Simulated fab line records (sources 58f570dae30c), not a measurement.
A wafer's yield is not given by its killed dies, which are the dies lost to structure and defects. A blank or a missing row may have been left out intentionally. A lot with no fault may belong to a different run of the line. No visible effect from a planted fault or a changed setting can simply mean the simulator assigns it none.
Split-lot trial ; flow berkeley-cmos170 ; route with 331 steps; 5 lots, 23 wafers read

## SPLIT DETAILS
At UCB170_NVT_COAT_01 (resist thk 900 nm), the setting spin-rpm was moved away from the recipe's 1500 rpm on 8 of the 23 wafers read, by -4.1% to +3.9%. This setting was run at the recipe's value on the other wafers.

The split's own step is where the reading is taken.

## THE READING
KrF_of_NVT_COAT_01.thk-nm (the simulator's own value, which no gauge read), in nm, at UCB170_NVT_COAT_01 (resist thk 900 nm). No usual value for it is given in the file. Average 900.1 nm, standard deviation 2.5 nm, over the 15 wafers here run with the recipe.

wafer;tool, chamber at the split;spin-rpm as run, rpm;against the recipe;KrF_of_NVT_COAT_01.thk-nm, nm;against lot-mates on the recipe
L076.1;litho-track-03, 0;1500;recipe;902.6;-
L076.2;litho-track-03, 0;1500;recipe;901.9;-
L076.3;litho-track-03, 0;1500;recipe;901.7;-
L076.4;litho-track-03, 0;1500;recipe;901.3;-
L076.6;litho-track-03, 0;1500;recipe;901;-
L077.1;litho-track-02, 0;1500;recipe;896.6;-
L077.4;litho-track-02, 0;1500;recipe;897.3;-
L077.5;litho-track-02, 0;1500;recipe;898;-
L079.1;litho-track-03, 0;1558;+3.9%;887.8;-16.2
L079.2;litho-track-03, 0;1500;recipe;902.9;-
L079.3;litho-track-03, 0;1558;+3.9%;887.6;-16.4
L079.4;litho-track-03, 0;1558;+3.9%;885.5;-18.5
L079.6;litho-track-03, 0;1500;recipe;905;-
L080.1;litho-track-02, 0;1500;recipe;899.3;-
L080.2;litho-track-02, 0;1500;recipe;899.3;-
L080.3;litho-track-02, 0;1541;+2.7%;886.6;-13.0
L080.4;litho-track-02, 0;1541;+2.7%;887.5;-12.1
L080.5;litho-track-02, 0;1500;recipe;900.3;-
L082.1;litho-track-02, 0;1439;-4.1%;917.4;+20.3
L082.2;litho-track-02, 0;1500;recipe;896.6;-
L082.4;litho-track-02, 0;1439;-4.1%;917.7;+20.6
L082.5;litho-track-02, 0;1500;recipe;897.6;-
L082.6;litho-track-02, 0;1439;-4.1%;916.7;+19.6

FIT RESULTS
A straight line over all 23 wafers: KrF_of_NVT_COAT_01.thk-nm changes by -3.97 nm for each +1% of spin-rpm; r = -0.97; the points scatter about the line by 2.4 nm.
The same after taking each lot's own level away (the mean of its wafers on the recipe; 23 wafers): -4.69 nm for each +1%; r = -1.00; scatter 0.86 nm.
On that fit, the largest move of spin-rpm shifts the reading by 19 nm.
Across the lots, their own levels run from 897.10 to 903.95 nm, a range of 2.8 times the standard deviation given above.
In other words, the slope is changed by the lot-to-lot level; the two fits disagree.
Check: with one of the wafers moved furthest among these (-4.1%) left out of the fit, the line predicts +19.2 nm for it against its lot-mates. It came out at +20.3 nm against them.

## ADDITIONAL SPLITS CARRIED BY THESE WAFERS
Before the reading, these wafers also passed through other splits. Each is held against what the fit with the lots' levels taken away leaves over:
other split on the same wafers;wafers away from the commonest value;r with KrF_of_NVT_COAT_01.thk-nm (lot level and that fit taken away)
UCB170_START_OXIDATION_02 ox-time-s;15;-0.33
UCB170_NWELL_CVD_04 time-s;10;+0.23
UCB170_PWELL_OXIDATION_02 temp-c;15;-0.14
UCB170_PWELL_IMPLANT_15 energy-kev;8;+0.00
UCB170_ACTIVE_CVD_05 time-s;18;+0.05
UCB170_ACTIVE_SOFTBAKE_09 time-s;5;-0.09
UCB170_PFIELD_IMPLANT_07 dose-cm2;9;+0.31
UCB170_FIELD_OXIDATION_01 ox-time-s;15;+0.17

## THE WHOLE CHAIN: every reading that the file lists as answering this split, in the file's order
step;what it does;reading;change (the file's fit);r (the file's)
UCB170_NVT_COAT_01;resist thk 900 nm;KrF_of_NVT_COAT_01.thk-nm (the simulator's own value, which no gauge read);-4.67 nm for each +1% of the setting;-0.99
UCB170_NVT_STRIP_08;strips in O2;strip-time-to-endpoint-s;withheld for each +1% of the setting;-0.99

## THE FILE'S OWN FIT
KrF_of_NVT_COAT_01.thk-nm changes by -4.67 nm for each +1% of spin-rpm, r = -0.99.
